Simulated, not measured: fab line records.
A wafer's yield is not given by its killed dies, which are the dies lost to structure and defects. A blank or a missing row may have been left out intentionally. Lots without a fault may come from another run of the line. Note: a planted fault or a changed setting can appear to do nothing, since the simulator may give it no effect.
A lot that was struck, set against a sound lot    flow berkeley cmos170    15 out of 331 route steps
Sound: the wafers L811.1, L811.5, L811.6. The struck wafers were L829.1, L829.3, L829.6. At the end, the cause is stated.
Order at every step that has rows: each side's tool, ch and its chambers, its first start. Under that, the readings that differ: sound wafers    struck wafers    difference of the means    sigmas: that difference in standard deviations of wafers without a fault.
alike: readings with means less than 2 such deviations apart, plus words and numbers identical on both sides. not compared: withheld readings, readings lacking a value on some wafer, bounds such as >300 that could conceal the same value, and numbers that have no deviation in the record and whose values overlap.
The two part at a step that has a row with sigmas, a row that says differs or no value, or rows on one side only. Non-overlapping numbers with no deviation appear without sigmas and do not part them. A reading that every wafer of one side lacks parts them only if that side has two wafers or more.

first, 2 steps without rows for these wafers: UCB170_SCREENOX_WET_ETCH_00 (etches SiO2 in dHF, time 200 s); UCB170_SCREENOX_OXIDATION_01 (target thk 14.4 nm, ox time 2400 s).
UCB170_SCREENOX_THK_MEAS_02:
  sound on film metro-02, day 6 04:54; struck on film metro-01, day 10 06:40
  alike: SCREENOX_OXIDE_THK
then, 7 steps without rows for these wafers: UCB170_SCREENOX_ANNEAL_03 (time 900 s); UCB170_NVT_HMDS_00 (prime time 60 s); UCB170_NVT_COAT_01 (resist thk 900 nm); UCB170_NVT_SOFTBAKE_02 (time 60 s); UCB170_NVT_EXPOSE_03 (exposes mask PWELL, target cd 3000 nm); UCB170_NVT_PEB_04; UCB170_NVT_DEVELOP_05 (develop time 45 s).
UCB170_NVT_OVL_MEAS_06:
  sound on overlay-02, day 6 11:58; struck on overlay-02, day 10 13:14
  alike: NVT_OVL
next, for these wafers, 1 step has no rows: UCB170_NVT_IMPLANT_07.
UCB170_NVT_STRIP_08: strips in O2.
  sound on plasma asher-01 ch 0,1, day 6 12:08; struck on plasma asher-03 ch 0,1, day 10 13:25
reading                       sound              struck             difference  sigmas
drypump motor current A (A)   6.0 6.0 6.0        4.8 5.6 4.8        -0.9        -2
oes product au (a.u.)         0.742 0.737 0.741  0.862 0.860 0.860  +0.121      +27
overash fraction              0.5 0.5 0.5        0.2 0.2 0.2        -0.3        
strip time to endpoint s (s)  21.72 21.73 21.70  21.60 21.58 21.52  -0.15       -3
  not compared: rf hours counter h
UCB170_NVT_TW_MEAS_09:
  sound on film metro-04, day 6 12:14; struck on film metro-01, day 10 13:31
reading  sound        struck       difference  sigmas
NVT_TW   537 534 533  523 522 519  -13         -3
-- the record jumps here: 2 days lie between the struck wafers' starts before and after (it left off in module NVT and takes up again in module M3, whose first step shown is number 331 of the route) --
UCB170_M3_PROBE_99:
  the record has rows for the struck wafers here (prober-01, day 13 00:11) and none for the sound ones

## WHERE THEY PART
Last at UCB170_M3_PROBE_99 as far as this record goes, first at UCB170_NVT_STRIP_08.

WHY: what had been put in by the simulator
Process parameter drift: plasma asher-03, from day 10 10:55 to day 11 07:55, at UCB170_NVT_STRIP_08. The setting overash fraction was moved by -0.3, starting from 0.5. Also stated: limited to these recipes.
